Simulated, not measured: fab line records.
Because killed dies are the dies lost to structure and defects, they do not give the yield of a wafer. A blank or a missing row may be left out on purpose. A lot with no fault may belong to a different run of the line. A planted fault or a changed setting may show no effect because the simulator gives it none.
2 desks, one fault	flow berkeley cmos170	what lay behind the numbers comes last; until then each desk has only its own

TOOL OWNER'S DESK, rie metal-02
The tool's own readings at UCB170_M1_METAL_ETCH_12 (etches Al in Cl2/BCl3, stops on PSG, target depth 780 nm, time 130 s): means of the sampled wafers that have a number, for each lot that ran on this tool. A lot is out of limits, marked OUT, if its mean lies more than 4 standard deviations from the usual mean; the brackets give that distance.
Columns: A = drypump motor current A at UCB170_M1_METAL_ETCH_12, usual 5.8 A; B = oes product au at UCB170_M1_METAL_ETCH_12, usual 0.857 a.u.; C = throttle valve pct at UCB170_M1_METAL_ETCH_12, usual 24.49 %
lot	first seen here	A	B	C
L815	day 7 02:03	5.7	0.851	24.87
L822	day 8 03:39	6.2	0.864	24.60
L825	day 8 20:35	6.2	0.864	24.61
L828	day 10 00:20	6.1	0.868	24.61
L830	day 10 11:19	6.2	0.855	24.61
This desk's finding: nothing out of limits on any of the 5 lots.

AT THE METROLOGY DESK
What the gauges read, lot by lot, whatever tool the lot ran on: means of the sampled wafers that have a number. A lot is out of limits, marked OUT, if its mean lies more than 4 standard deviations from the usual mean; the brackets give that distance.
Columns: A = cd nm at UCB170_M1_CD_MEAS_09, usual 699.8 nm; B = cd nm at UCB170_M1_CD_MEAS_90, usual 700.6 nm; C = V1_POLISHED_THK at UCB170_V1_THK_MEAS_04, usual 999.7 nm
lot	first seen here	A	B	C
L816	day 6 23:07	699.7	702.3	998.7
L817	day 7 01:34	699.6	698.7	999.7
L815	day 7 01:51	698.9	700.3	999.6
L814	day 7 02:14	702.9	705.7	1000.9
L820	day 7 18:50	700.2	698.6	999.7
L819	day 7 21:39	700.1	699.7	999.6
L822	day 8 03:28	698.4	698.8	999.3
L821	day 8 04:01	698.9	701.1	998.9
L823	day 8 20:05	697.2	698.4	999.3
L825	day 8 20:24	700.1	701.3	999.9
L824	day 8 20:39	699.7	697.7	999.9
L828	day 10 00:08	699.1	689.1 (-5.5) OUT	999.2
L830	day 10 11:08	700.8	691.6 (-4.3) OUT	998.9
L836	day 11 11:02	697.1	699.0	999.6
Finding of this desk: L828, L830 out of limits; the first was L828 at day 10 00:34, on cd nm at UCB170_M1_CD_MEAS_90. In limits: L816, L817, L815, L814, L820, L819, L822, L821, L823, L825, L824, L836.

ALL TOGETHER
At day 10 00:34 the metrology desk could have sounded an alarm, on L828, L830.
The tool owner's desk saw nothing out of limits.
On record at the tool owner's desk: L828, L830, within its limits.
All the named lots went through UCB170_M1_METAL_ETCH_12 on rie metal-02.

WHAT THE SIMULATOR HAD INSERTED
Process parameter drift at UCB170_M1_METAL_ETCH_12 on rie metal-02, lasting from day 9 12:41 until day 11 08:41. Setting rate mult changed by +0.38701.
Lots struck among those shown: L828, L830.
Hours from the fault's start to each desk's first reading out of limits: the metrology desk, 12.
